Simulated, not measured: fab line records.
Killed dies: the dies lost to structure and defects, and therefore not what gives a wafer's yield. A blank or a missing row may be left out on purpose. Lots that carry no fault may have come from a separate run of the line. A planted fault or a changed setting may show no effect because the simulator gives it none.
8D (eight disciplines) problem report, filled in by code ; flow rit cmos ; the parts of the form that need people (team, actions taken, sign-off) are left out

1. THE ISSUE
Across 6 wafers from 2 lots, GATE_OXIDE_THK at RIT_GATE_THK_MEAS_07 averages 2.61 nm, while fault-free wafers read 3.04 nm with a standard deviation of 0.07. That puts it -6.1 standard deviations away from the usual mean.
First seen on wafer L427.1, day 4 10:50, on film metro-02. Wafers with a number at this step in the record: 42, from 14 lots. Rule for "out", or "out of limits": more than 4 standard deviations from the usual mean. All remaining wafers that have a number are taken as sound.

2. WHAT IT IS; WHAT IT IS NOT
question;is;is not
which readings at this step;GATE_OXIDE_THK;-
which lots;L427, L429;L418, L420, L421, L423, L425, L426, L428, L430, L431, L432, L437, L441
which wafers of those lots;all that have a number;-
read on which gauges;film metro-01, film metro-02;film metro-04
when;from day 4 10:50;"up to then (18 sound wafers); but 18 sound wafers of L428, L430, L431, L432, L437, L441 came after"

3. SUSPECTS, AND WHAT RULES EACH OUT
Counting: any tool at a process step up to the reading is kept as a suspect provided that every lot that is out went through it and no sound lot did after the first of them.
- the gauge at RIT_GATE_THK_MEAS_07 is ruled out. 2 gauges (film metro-01, film metro-02) read the wafers that are out.
- furnace-03 at RIT_GATE_OXIDATION_05 (target thk 3 nm, ox time 270 s): kept. All lots that are out passed through it, beginning with L427 at day 4 09:31, and no sound lot followed; its final sound lot before that point was L426 at day 4 03:58. Out on those wafers are its own readings of spike tc centre C, spike tc load C, tube center temp C, tube_center_temp_C_max.
Left after counting: furnace-03 at RIT_GATE_OXIDATION_05.

4. THE CAUSE (what the simulator had put in)
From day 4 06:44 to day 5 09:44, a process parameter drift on furnace-03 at RIT_GATE_OXIDATION_05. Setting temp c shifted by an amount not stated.
After counting, this tool was the only one left.

5. THE EFFECT CHAIN, in route order
One row per reading whose mean, taken over the struck wafers that have a number, lies over 3 standard deviations from the usual. Only readings for which the record gives a usual standard deviation are gone through. hours: the time from each lot's start at the first step in this table that gives one to its start at this step, as a median over the lots. sigmas: the change in usual standard deviations.
hours;step;reading;usual;on struck wafers;change;sigmas
0;RIT_GATE_OXIDATION_05;spike tc centre C;902.7 C;892.5;-10.2;-5.7
0;RIT_GATE_OXIDATION_05;spike tc load C;924.5 C;914.7;-9.8;-4.9
0;RIT_GATE_OXIDATION_05;spike tc source C;926.9 C;916.9;-10.0;-3.6
0;RIT_GATE_OXIDATION_05;tube center temp C;900.01 C;888.13;-11.88;-99 or more
0;RIT_GATE_OXIDATION_05;tube_center_temp_C_max;902.3;890.5;-11.8;-31
1;RIT_GATE_THK_MEAS_07;GATE_OXIDE_THK;3.04 nm;2.61;-0.43;-6.1
The process steps in it:
- RIT_GATE_OXIDATION_05: target thk 3 nm, ox time 270 s.

6. HOW IT WOULD HAVE BEEN CAUGHT EARLIER
In this record the first reading out of limits at a measuring or inspecting step was taken at day 4 10:50, 4 hours after the fault began at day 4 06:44.
At RIT_GATE_OXIDATION_05, the tool's own readings (spike tc centre C, spike tc load C, tube center temp C, tube_center_temp_C_max) were out on each struck wafer the step has a row for, so an alarm limit on them would have fired on the first such wafer.
Lots out: 2; of these, L429 started RIT_GATE_OXIDATION_05 on furnace-03 after day 4 10:50. A tool hold placed at that time would have kept it from harm.
